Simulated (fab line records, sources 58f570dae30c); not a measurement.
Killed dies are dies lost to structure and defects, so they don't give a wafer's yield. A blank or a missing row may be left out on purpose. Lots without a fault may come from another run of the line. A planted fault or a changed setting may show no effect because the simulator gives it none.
One fault seen from 2 desks | flow berkeley_cmos170 | each desk has only its own numbers; what lay behind them comes last

THE METROLOGY DESK
What the gauges read, lot by lot, whatever tool the lot ran on: means of the sampled wafers that have a number. A lot is out of limits, marked OUT, if its mean lies more than 4 standard deviations from the usual mean; the brackets give that distance.
Columns: A = GATE_POLY_THK at UCB170_GATE_THK_MEAS_05, usual 213.7 nm; B = SPACER_TEOS_THK at UCB170_SPACER_THK_MEAS_01, usual 376 nm; C = cd_nm at UCB170_V2_CD_MEAS_90, usual 700.1 nm
lot  | first seen here | A     | B   | C
L765 | day 6 07:50     | 212.0 | 377 | 698.9
L766 | day 6 07:50     | 212.5 | 374 | 700.7
L768 | day 7 06:05     | 210.6 | 372 | 700.1
L771 | day 7 23:46     | 214.7 | 376 | 700.2
L772 | day 7 23:46     | 210.9 | 381 | 697.8
L774 | day 8 03:34     | 209.4 | 378 | 700.9
L775 | day 8 03:34     | 211.8 | 369 | 697.9
L773 | day 8 03:35     | 213.9 | 372 | 699.5
L776 | day 8 17:54     | 214.6 | 378 | 701.7
L777 | day 8 17:55     | 211.9 | 371 | 701.4
L779 | day 9 01:38     | 215.5 | 373 | 698.6
L780 | day 9 11:33     | 213.6 | 373 | 697.8
L781 | day 9 11:35     | 214.9 | 379 | 699.0
L782 | day 9 16:23     | 214.9 | 377 | 699.3
This desk's finding: nothing out of limits on any of the 14 lots.

THE TOOL OWNER'S DESK: furnace-04
The tool's own readings at UCB170_SACOX_OXIDATION_01 (target thk 14.4 nm, ox time 2400 s): means of the sampled wafers that have a number, for each lot that ran on this tool. A lot is out of limits, marked OUT, if its mean lies more than 4 standard deviations from the usual mean; the brackets give that distance.
Columns: A = spike_tc_centre_C at UCB170_SACOX_OXIDATION_01, usual 902.0 C; B = spike_tc_load_C at UCB170_SACOX_OXIDATION_01, usual 923.6 C; C = spike_tc_source_C at UCB170_SACOX_OXIDATION_01, usual 924.6 C; D = tube_center_temp_C at UCB170_SACOX_OXIDATION_01, usual 900.01 C; E = tube_center_temp_C_max at UCB170_SACOX_OXIDATION_01, usual 902.4; F = zone_power_centre_pct at UCB170_SACOX_OXIDATION_01, usual 44 %; G = zone_power_source_pct at UCB170_SACOX_OXIDATION_01, usual 27.0 %
lot  | first seen here | A                | B                | C     | D                | E               | F  | G
L766 | day 5 07:13     | 902.9            | 924.1            | 927.1 | 899.96           | 902.2           | 47 | 27.5
L768 | day 5 21:40     | 901.8            | 924.2            | 927.6 | 900.04           | 902.9           | 47 | 27.3
L773 | day 7 07:18     | 901.6            | 923.7            | 926.2 | 900.02           | 902.1           | 47 | 27.5
L774 | day 7 07:18     | 902.6            | 923.8            | 927.5 | 899.95           | 902.9           | 47 | 27.4
L775 | day 7 07:18     | 901.1            | 925.6            | 927.0 | 900.01           | 902.0           | 47 | 27.2
L776 | day 7 18:30     | 901.5            | 925.4            | 926.3 | 900.00           | 902.3           | 47 | 27.7
L777 | day 7 18:30     | 902.0            | 925.3            | 926.6 | 900.00           | 902.4           | 47 | 27.2
L779 | day 8 03:31     | 901.9            | 924.4            | 927.5 | 900.03           | 902.8           | 47 | 27.3
L780 | day 8 13:12     | 907.7 (+5.7) OUT | 930.4 (+4.5) OUT | 933.5 | 906.34 (+74) OUT | 908.8 (+16) OUT | 47 | 28.2
L781 | day 8 13:12     | 907.8 (+5.8) OUT | 931.4 (+5.2) OUT | 933.6 | 906.35 (+75) OUT | 908.5 (+15) OUT | 47 | 27.7
This desk's finding: out of limits on L780, L781; first on L780, day 8 13:12 (spike_tc_centre_C at UCB170_SACOX_OXIDATION_01). In limits: L766, L768, L773, L774, L775, L776, L777, L779.

PUT TOGETHER
The tool owner's desk could have raised an alarm at day 8 13:12, on L780, L781.
The metrology desk saw nothing out of limits.
The metrology desk has L780, L781 on record, within its limits.
Of the lots named, all ran UCB170_SACOX_OXIDATION_01 on furnace-04.

WHAT THE SIMULATOR HAD PUT IN
Process parameter drift: furnace-04, from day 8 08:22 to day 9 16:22, at UCB170_SACOX_OXIDATION_01. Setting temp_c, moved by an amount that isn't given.
Lots struck among those shown: L780, L781.
Hours from the fault's start to each desk's first reading out of limits: the tool owner's desk, 5.
